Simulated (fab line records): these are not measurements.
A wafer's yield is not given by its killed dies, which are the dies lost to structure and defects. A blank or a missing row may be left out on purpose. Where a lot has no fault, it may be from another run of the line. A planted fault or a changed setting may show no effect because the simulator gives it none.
Which tool did it? -- flow berkeley-cmos170 -- 24 lots, 72 wafers sampled, at 5 steps of a route of 331

WHAT EACH GAUGE READ, for each wafer
UCB170_GATE_CD_MEAS_90: the cd target is 350 nm. Usual: cd-nm at 350.3 nm, with a standard deviation of 1.6.
lot,measured,on,cd-nm (nm),flag
L074,day 6 05:22,cd-sem-02,352.1 349.2 351.0,
L075,day 6 05:38,cd-sem-01,351.6 348.5 350.7,
L076,day 6 05:35,cd-sem-02,350.8 351.3 351.9,
L077,day 6 05:25,cd-sem-01,348.5 349.8 349.3,
L078,day 6 15:20,cd-sem-02,350.4 350.4 349.4,
L079,day 6 15:11,cd-sem-02,353.4 352.4 353.2,
L080,day 7 03:49,cd-sem-02,352.4 350.0 351.7,
L081,day 7 03:39,cd-sem-02,348.9 347.9 350.6,
L082,day 7 22:20,cd-sem-02,348.6 347.6 347.8,
L083,day 7 20:40,cd-sem-02,350.7 350.2 349.8,
L084,day 7 21:58,cd-sem-02,351.4 351.5 350.8,
L086,day 7 21:45,cd-sem-02,348.7 349.1 348.7,
L085,day 7 21:51,cd-sem-02,348.6 349.6 351.4,
L087,day 7 22:07,cd-sem-02,352.0 352.2 349.9,
L088,day 8 19:45,cd-sem-01,350.1 353.2 350.3,
L089,day 8 20:44,cd-sem-01,352.4 349.4 352.0,
L090,day 8 20:31,cd-sem-01,348.2 347.6 349.5,
L091,day 9 07:23,cd-sem-01,351.0 349.9 350.0,
L092,day 9 23:57,cd-sem-02,350.1 349.1 350.8,
L093,day 9 23:41,cd-sem-02,347.0 346.5 347.5,
L094,day 10 10:28,cd-sem-02,348.6 348.9 348.3,
L096,day 10 10:40,cd-sem-01,350.9 350.2 350.7,
L095,day 10 20:32,cd-sem-01,351.5 350.4 351.7,
L097,day 10 20:46,cd-sem-02,350.2 349.5 349.9,

UCB170_PLDD_CD_MEAS_06: the cd target is 1200 nm. Usual: cd-nm at 1199.9 nm, with a standard deviation of 1.3.
lot,measured,on,cd-nm (nm),flag
L074,day 6 07:35,cd-sem-02,1199.3 1199.5 1199.6,
L075,day 6 08:11,cd-sem-02,1199.4 1200.5 1199.2,
L076,day 6 07:56,cd-sem-02,1199.9 1200.3 1200.8,
L077,day 6 07:42,cd-sem-02,1201.3 1200.6 1200.5,
L078,day 6 17:02,cd-sem-02,1200.4 1200.6 1199.9,
L079,day 6 16:40,cd-sem-02,1197.1 1197.2 1198.4,
L080,day 7 05:57,cd-sem-02,1200.0 1200.4 1200.8,
L081,day 7 05:24,cd-sem-02,1201.7 1201.7 1200.5,
L082,day 8 00:37,cd-sem-01,1200.1 1200.2 1198.8,
L083,day 7 22:14,cd-sem-02,1198.9 1198.8 1200.4,
L084,day 7 23:59,cd-sem-01,1199.4 1201.6 1202.1,
L086,day 7 23:17,cd-sem-02,1202.2 1200.7 1201.2,
L085,day 7 23:23,cd-sem-02,1201.6 1201.9 1200.7,
L087,day 7 23:49,cd-sem-01,1199.0 1198.5 1200.3,
L088,day 8 22:10,cd-sem-01,1199.4 1200.4 1198.8,
L089,day 8 22:40,cd-sem-01,1202.0 1201.5 1202.1,
L090,day 8 22:34,cd-sem-01,1199.0 1199.2 1198.9,
L091,day 9 09:32,cd-sem-01,1200.6 1200.7 1199.4,
L092,day 10 01:14,cd-sem-02,1201.7 1199.0 1202.1,
L093,day 10 00:56,cd-sem-01,1199.2 1198.4 1200.0,
L094,day 10 11:53,cd-sem-01,1198.8 1200.2 1201.1,
L096,day 10 12:24,cd-sem-02,1196.9 1197.1 1197.4,
L095,day 10 22:25,cd-sem-02,1201.6 1201.9 1202.6,
L097,day 10 22:26,cd-sem-01,1198.0 1197.4 1199.2,

UCB170_SPACER_THK_MEAS_01. Usual: SPACER_TEOS_THK gives 374 nm (standard deviation 5.6).
lot,measured,on,SPACER_TEOS_THK (nm),flag
L074,day 6 11:00,film-metro-04,371 369 376,
L075,day 6 11:53,film-metro-02,371 378 385,
L076,day 6 11:43,film-metro-02,370 373 375,
L077,day 6 11:14,film-metro-02,374 381 375,
L078,day 6 19:53,film-metro-04,366 376 373,
L079,day 6 19:34,film-metro-04,377 373 378,
L080,day 7 10:01,film-metro-02,373 371 376,
L081,day 7 09:49,film-metro-02,382 384 376,
L082,day 8 03:07,film-metro-02,365 362 378,
L083,day 8 01:41,film-metro-02,379 379 376,
L084,day 8 02:53,film-metro-04,367 371 375,
L086,day 8 02:20,film-metro-01,376 377 381,
L085,day 8 02:31,film-metro-04,376 368 370,
L087,day 8 02:54,film-metro-02,383 373 374,
L088,day 9 00:47,film-metro-04,367 382 377,
L089,day 9 01:41,film-metro-04,371 374 368,
L090,day 9 01:10,film-metro-04,368 385 378,
L091,day 9 12:28,film-metro-04,367 375 373,
L092,day 10 03:55,film-metro-02,377 375 385,
L093,day 10 03:35,film-metro-01,368 378 381,
L094,day 10 17:44,film-metro-02,371 383 382,
L096,day 10 17:44,film-metro-01,367 373 374,
L095,day 11 01:44,film-metro-04,378 376 385,
L097,day 11 01:56,film-metro-01,367 370 374,

EACH LOT AND THE TOOL THAT RAN IT (in order: tool; ch and the chambers of the sampled wafers; start)
lot,UCB170_NWELL_ETCH_13,UCB170_PFIELD_STRIP_08
L074,"rie-diel-01 ch 0,2,3, day 2 13:37","plasma-asher-04 ch 0,1, day 4 15:47"
L075,"rie-diel-01 ch 0,2,3, day 2 17:11","plasma-asher-01 ch 1, day 4 15:54"
L076,"rie-diel-02 ch 1,2,3, day 2 17:28","plasma-asher-02 ch 0,1, day 4 16:37"
L077,"rie-diel-01 ch 0,1, day 2 21:56","plasma-asher-04 ch 0, day 4 20:25"
L078,"rie-diel-01 ch 0,1,3, day 3 06:23","plasma-asher-02 ch 0,1, day 5 03:09"
L079,"rie-diel-04 ch 1,2, day 3 08:51","plasma-asher-01 ch 0,1, day 5 02:53"
L080,"rie-diel-01 ch 0,1,3, day 3 16:05","plasma-asher-01 ch 0,1, day 5 14:22"
L081,"rie-diel-04 ch 0,2,3, day 3 16:22","plasma-asher-04 ch 0,1, day 5 14:05"
L082,"rie-diel-01 ch 1,2,3, day 4 02:50","plasma-asher-04 ch 0,1, day 6 04:35"
L083,"rie-diel-04 ch 0,1,2, day 4 03:03","plasma-asher-02 ch 0,1, day 6 05:22"
L084,"rie-diel-02 ch 0,1,3, day 4 10:50","plasma-asher-04 ch 0,1, day 6 09:35"
L086,"rie-diel-04 ch 0,1,3, day 4 15:36","plasma-asher-02 ch 0,1, day 6 09:58"
L085,"rie-diel-02 ch 2,3, day 4 15:43","plasma-asher-04 ch 0,1, day 6 12:00"
L087,"rie-diel-02 ch 0,1, day 4 20:02","plasma-asher-02 ch 0,1, day 6 11:44"
L088,"rie-diel-02 ch 0,1, day 5 06:32","plasma-asher-04 ch 0,1, day 7 07:38"
L089,"rie-diel-04 ch 0,1,3, day 5 07:15","plasma-asher-04 ch 0,1, day 7 08:35"
L090,"rie-diel-01 ch 1,2, day 5 12:05","plasma-asher-01 ch 0,1, day 7 08:50"
L091,"rie-diel-01 ch 2,3, day 5 18:46","plasma-asher-01 ch 0,1, day 7 15:41"
L092,"rie-diel-01 ch 1,2, day 6 02:25","plasma-asher-04 ch 0,1, day 8 03:19"
L093,"rie-diel-02 ch 0,1,2, day 6 02:41","plasma-asher-02 ch 0,1, day 8 03:01"
L094,"rie-diel-04 ch 1,2,3, day 6 06:46","plasma-asher-04 ch 0,1, day 8 09:33"
L096,"rie-diel-02 ch 0,1,2, day 6 20:11","plasma-asher-01 ch 0,1, day 8 14:30"
L095,"rie-diel-01 ch 0,2, day 6 20:18","plasma-asher-04 ch 0,1, day 8 23:30"
L097,"rie-diel-04 ch 1,3, day 6 23:05","plasma-asher-02 ch 0,1, day 8 23:52"
- UCB170_NWELL_ETCH_13: etches Si3N4 in CH3F/Ar/O2, stops on SiO2, target depth 246.4 nm, time 154 s.
- UCB170_PFIELD_STRIP_08: strips in O2.

AS READ BY THE TOOLS THEMSELVES (means over the sampled wafers that have a number; for cases with no such wafer, the mark the record gives instead)
UCB170_NWELL_ETCH_13. Usual: CH3F_flow_sccm 20.01 sccm, standard deviation 0.053; drypump-motor-current-A 5.7 A, standard deviation 0.45; oes-product-au 0.940 a.u., standard deviation 0.016; throttle-valve-pct 8.15 %, standard deviation 0.11.
lot,tool,CH3F_flow_sccm (sccm),drypump-motor-current-A (A),oes-product-au (a.u.),throttle-valve-pct (%),flag
L074,rie-diel-01,19.95,5.7,0.929,8.21,
L075,rie-diel-01,20.02,5.7,0.933,8.20,
L076,rie-diel-02,20.03,5.5,0.953,8.12,
L077,rie-diel-01,19.94,5.6,0.943,8.14,
L078,rie-diel-01,19.98,5.5,0.938,8.20,
L079,rie-diel-04,20.01,5.7,0.942,8.15,
L080,rie-diel-01,20.00,5.5,0.931,8.20,
L081,rie-diel-04,19.98,5.6,0.944,8.15,
L082,rie-diel-01,20.00,6.0,0.939,8.21,
L083,rie-diel-04,19.98,5.8,0.938,8.18,
L084,rie-diel-02,20.02,5.7,0.962,8.07,
L086,rie-diel-04,20.01,5.9,0.938,8.10,
L085,rie-diel-02,19.97,5.7,0.946,8.16,
L087,rie-diel-02,19.98,5.5,0.939,8.03,
L088,rie-diel-02,20.04,5.4,0.941,8.02,
L089,rie-diel-04,19.99,5.9,0.934,8.10,
L090,rie-diel-01,19.98,6.3,0.940,8.17,
L091,rie-diel-01,20.00,6.2,0.927,8.22,
L092,rie-diel-01,20.05,6.3,0.935,8.17,
L093,rie-diel-02,20.03,5.5,0.939,8.14,
L094,rie-diel-04,19.94,5.8,0.927,8.07,
L096,rie-diel-02,19.99,5.5,0.950,8.13,
L095,rie-diel-01,19.99,6.0,0.942,8.16,
L097,rie-diel-04,20.01,5.9,0.933,7.99,

UCB170_PFIELD_STRIP_08. Usual: drypump-motor-current-A 5.89 A, standard deviation 0.24; oes-product-au 0.735 a.u., standard deviation 0.005; strip-time-to-endpoint-s 21.70 s, standard deviation 0.06.
lot,tool,drypump-motor-current-A (A),oes-product-au (a.u.),strip-time-to-endpoint-s (s),flag
L074,plasma-asher-04,6.09,0.737,21.64,
L075,plasma-asher-01,5.60,0.734,21.70,
L076,plasma-asher-02,5.98,0.733,21.72,
L077,plasma-asher-04,5.82,0.735,21.70,
L078,plasma-asher-02,5.97,0.732,21.82,
L079,plasma-asher-01,5.54,0.739,21.58,
L080,plasma-asher-01,5.55,0.734,21.75,
L081,plasma-asher-04,6.08,0.724,21.62,
L082,plasma-asher-04,6.09,0.737,21.66,
L083,plasma-asher-02,5.98,0.733,21.69,
L084,plasma-asher-04,5.95,0.733,21.69,
L086,plasma-asher-02,5.98,0.736,21.70,
L085,plasma-asher-04,6.06,0.736,21.68,
L087,plasma-asher-02,5.97,0.734,21.78,
L088,plasma-asher-04,6.09,0.728,21.66,
L089,plasma-asher-04,6.09,0.737,21.66,
L090,plasma-asher-01,5.56,0.736,21.76,
L091,plasma-asher-01,5.55,0.738,21.76,
L092,plasma-asher-04,5.96,0.734,21.68,
L093,plasma-asher-02,5.97,0.736,21.70,
L094,plasma-asher-04,5.92,0.737,21.69,
L096,plasma-asher-01,5.57,0.731,21.59,
L095,plasma-asher-04,6.08,0.737,21.75,
L097,plasma-asher-02,6.01,0.735,21.70,

THE ANSWER, worked out from the rows above alone
Rule: lot off if the mean of its wafers having a number is beyond 3 standard deviations from the usual mean. Also off: a lot with no number at a reading for which 4 or more lots have one. The other lots that the step has rows for count as sound. First the gauges in route order, then the tools' own readings, where a lot's mean is used as printed above. At the first step where some lot is off, the reading lying furthest off is the one used; lots without a number count as furthest.
None of the lots is off at any reading shown; this tells nothing.

WHAT THE SIMULATOR HAD PUT IN
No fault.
